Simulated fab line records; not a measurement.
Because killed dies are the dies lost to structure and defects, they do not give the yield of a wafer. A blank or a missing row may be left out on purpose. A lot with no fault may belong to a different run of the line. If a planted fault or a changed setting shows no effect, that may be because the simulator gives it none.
One fault through the eyes of 2 desks	flow berkeleyCmos170	each desk has only its own numbers; what lay behind them comes last

METROLOGY DESK
Means of the sampled wafers that have a number, per lot and without regard to the tool the lot ran on: this is what the gauges read. Marked OUT: a lot whose mean sits more than 4 standard deviations from the usual mean, which makes it out of limits; the brackets give that distance.
Columns: A = cdNm at UCB170_V2_CD_MEAS_12, usual 700.2 nm; B = V2_OVL at UCB170_V2_OVL_MEAS_13, usual 1 nm; C = cdNm at UCB170_V2_CD_MEAS_90, usual 700.1 nm; D = M3_AL_RS at UCB170_M3_RS_MEAS_02, usual 0.0321 ohm/sq; E = M3_AL_THK at UCB170_M3_THK_MEAS_03, usual 911 nm; F = cdNm at UCB170_M3_CD_MEAS_15, usual 699.8 nm; G = M3_OVL at UCB170_M3_OVL_MEAS_16, usual 5 nm
lot	first seen here	A	B	C	D	E	F	G
L877	day 8 11:58	700.5	-4	700.0	0.0323	907	698.0	1
L882	day 9 14:12	699.5	4	700.3	0.0320	908	698.9	9
L891	day 11 10:05	701.6	1	701.5	0.0332	884	699.4	2
L893	day 11 10:52	699.8	11	699.3	0.0325	895	699.2	4
L894	day 11 11:26	700.9	2	700.0	0.0319	911	700.7	8
L895	day 12 03:07	701.6	0	700.4	0.0319	917	700.0	-2
This desk's verdict: no lot among the 6 shows anything out of limits.

THE TOOL OWNER'S DESK: pvdSputter-01
The tool's own readings at UCB170_M3_SPUTTER_01 (material Al, target thk 900 nm, time 120 s): means of the sampled wafers that have a number, for each lot that ran on this tool. Marked OUT: a lot whose mean sits more than 4 standard deviations from the usual mean, which makes it out of limits; the brackets give that distance.
Columns: A = chamberPressurePa at UCB170_M3_SPUTTER_01, usual 0.4999 Pa; B = throttleValvePct at UCB170_M3_SPUTTER_01, usual 30.3 %
lot	first seen here	A	B
L877	day 8 12:35	0.5003	29.6
L891	day 11 10:40	0.5202 (+20) OUT	28.7
L893	day 11 11:29	0.5191 (+19) OUT	29.4
This desk's verdict: out of limits on L891, L893, starting with L891 at day 11 10:40 (chamberPressurePa at UCB170_M3_SPUTTER_01). L877 stayed within limits.

ALL TOGETHER
The tool owner's desk had the chance to raise an alarm at day 11 10:40 on L891, L893.
The metrology desk saw nothing out of limits.
The metrology desk holds a record of L891, L893, inside its limits.
The lots listed all ran UCB170_M3_SPUTTER_01 on pvdSputter-01.

WHAT THE SIMULATOR HAD PUT IN
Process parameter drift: pvdSputter-01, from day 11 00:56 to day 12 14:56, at UCB170_M3_SPUTTER_01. Setting chamberPressurePa shifted by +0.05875 from 0.5. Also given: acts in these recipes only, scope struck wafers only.
Lots struck among those shown: L891, L893.
How many hours passed from the start of the fault until each desk's first out-of-limits reading: the tool owner's desk, 10.
